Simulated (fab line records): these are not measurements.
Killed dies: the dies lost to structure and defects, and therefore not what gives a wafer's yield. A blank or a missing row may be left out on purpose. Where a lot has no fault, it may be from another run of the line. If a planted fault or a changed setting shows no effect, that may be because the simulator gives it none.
2 desks looking at one fault	flow berkeley_cmos170	each desk has only its own numbers; what lay behind them comes last

## THE TOOL OWNER'S DESK: implanter-02
UCB170_PLDD_IMPLANT_09, tool's own readings: per-lot mean of the sampled wafers with a number, covering each lot this tool ran. If a lot's mean is further than 4 standard deviations from the usual mean, the lot is out of limits and carries the mark OUT (the distance appears in the brackets).
Columns: A = beam_energy_keV at UCB170_PLDD_IMPLANT_09, usual 9.999
lot	first seen here	A
L656	day 8 12:29	10.002
L668	day 10 17:31	9.763 (-74) OUT
L667	day 10 18:02	9.757 (-76) OUT
This desk finds L667, L668 out of limits, L668 being first, at day 10 17:31 (beam_energy_keV at UCB170_PLDD_IMPLANT_09). In limits: L656.

## METROLOGY DESK
What the gauges read, lot by lot, whatever tool the lot ran on: means of the sampled wafers that have a number. If a lot's mean is further than 4 standard deviations from the usual mean, the lot is out of limits and carries the mark OUT (the distance appears in the brackets).
Columns: A = cd_nm at UCB170_GATE_CD_MEAS_90, usual 350.2 nm; B = cd_nm at UCB170_PLDD_CD_MEAS_06, usual 1199.6 nm; C = PLDD_OVL at UCB170_PLDD_OVL_MEAS_07, usual -1 nm
lot	first seen here	A	B	C
L652	day 7 13:59	351.4	1201.5	-2
L656	day 8 10:50	348.5	1201.5	2
L657	day 8 21:06	350.2	1199.2	-1
L668	day 10 16:04	350.3	1198.9	1
L667	day 10 16:12	351.1	1200.0	4
L672	day 11 14:17	351.0	1201.7	-6
This desk's verdict: no lot among the 6 shows anything out of limits.

## ALL TOGETHER
On L667, L668, at day 10 17:31, an alarm was possible from the tool owner's desk.
Nothing out of limits was seen by the metrology desk.
The metrology desk holds a record of L667, L668, inside its limits.
The lots listed all ran UCB170_PLDD_IMPLANT_09 on implanter-02.

## WHAT THE SIMULATOR HAD INSERTED
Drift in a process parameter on implanter-02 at UCB170_PLDD_IMPLANT_09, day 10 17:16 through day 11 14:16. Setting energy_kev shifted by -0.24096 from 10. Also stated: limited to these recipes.
Struck lots among those shown: L667, L668.
Each desk's first reading out of limits, in hours after the fault started: the tool owner's desk, 0.
